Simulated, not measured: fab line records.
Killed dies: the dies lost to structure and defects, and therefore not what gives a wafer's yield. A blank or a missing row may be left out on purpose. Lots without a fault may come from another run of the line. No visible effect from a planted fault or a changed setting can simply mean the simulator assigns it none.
2 desks looking at one fault / flow berkeley_cmos170 / only its own numbers are on each desk; what lay behind them is given at the end

AT THE METROLOGY DESK
Lot by lot, what the gauges showed, no matter which tool ran the lot: averages of those sampled wafers that carry a number. Marked OUT: a lot whose mean sits more than 4 standard deviations from the usual mean, which makes it out of limits; the brackets give that distance.
Columns: A = CONTACT_OVL at UCB170_CONTACT_OVL_MEAS_16, usual 0 nm; B = M1_AL_RS at UCB170_M1_RS_MEAS_01, usual 0.0486 ohm/sq; C = M1_AL_THK at UCB170_M1_THK_MEAS_02, usual 599 nm; D = M1_OVL at UCB170_M1_OVL_MEAS_10, usual 2 nm
lot=L708; first seen here=day 7 06:59; A=5; B=0.0494; C=593; D=-4
lot=L706; first seen here=day 7 07:38; A=-1; B=0.0486; C=601; D=-3
lot=L705; first seen here=day 7 07:56; A=-1; B=0.0492; C=594; D=-9
lot=L711; first seen here=day 8 07:04; A=-3; B=0.0490; C=595; D=1
lot=L710; first seen here=day 8 07:32; A=-1; B=0.0481; C=603; D=6
lot=L712; first seen here=day 8 11:38; A=3; B=0.0492; C=595; D=1
lot=L713; first seen here=day 8 11:55; A=-6; B=0.0491; C=589; D=0
lot=L714; first seen here=day 9 01:13; A=4; B=0.0491; C=594; D=3
lot=L719; first seen here=day 10 03:03; A=1; B=0.0486; C=590; D=0
lot=L720; first seen here=day 10 03:55; A=-6; B=0.0486; C=592; D=0
lot=L717; first seen here=day 10 05:05; A=3; B=0.0390 (-15) OUT; C=748 (+17) OUT; D=6
lot=L722; first seen here=day 10 15:23; A=-3; B=0.0392 (-15) OUT; C=734 (+15) OUT; D=5
lot=L726; first seen here=day 11 05:48; A=-4; B=0.0488; C=597; D=-1
lot=L728; first seen here=day 11 19:34; A=-1; B=0.0481; C=605; D=2
This desk's finding: out of limits on L717, L722; first on L717, day 10 05:48 (M1_AL_RS at UCB170_M1_RS_MEAS_01). Within limits: L708, L706, L705, L711, L710, L712, L713, L714, L719, L720, L726, L728.

DESK OF THE TOOL OWNER: pvd_sputter-01
The tool's own readings at UCB170_M1_SPUTTER_00 (material Al, target thk 600 nm, time 80 s): means of the sampled wafers that have a number, for each lot that ran on this tool. Marked OUT: a lot whose mean sits more than 4 standard deviations from the usual mean, which makes it out of limits; the brackets give that distance.
Columns: A = throttle_valve_pct at UCB170_M1_SPUTTER_00, usual 29.8 %
lot=L708; first seen here=day 7 07:34; A=29.7
lot=L705; first seen here=day 7 08:32; A=29.6
lot=L711; first seen here=day 8 07:40; A=29.3
lot=L712; first seen here=day 8 12:15; A=29.0
lot=L719; first seen here=day 10 03:39; A=29.7
lot=L717; first seen here=day 10 05:43; A=29.8
lot=L722; first seen here=day 10 16:02; A=28.5
Finding of this desk: none of the 7 lots has anything out of limits.

TAKEN TOGETHER
At day 10 05:48 the metrology desk could have sounded an alarm, on L717, L722.
The tool owner's desk saw nothing out of limits.
On record at the tool owner's desk: L717, L722, within its limits.
All the named lots went through UCB170_M1_SPUTTER_00 on pvd_sputter-01.

WHAT THE SIMULATOR HAD PUT IN
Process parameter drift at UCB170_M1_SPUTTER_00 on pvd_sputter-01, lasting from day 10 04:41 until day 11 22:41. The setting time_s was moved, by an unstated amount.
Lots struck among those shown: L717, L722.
Per desk, hours elapsed from the start of the fault to the first reading out of limits: for the metrology desk, 1.
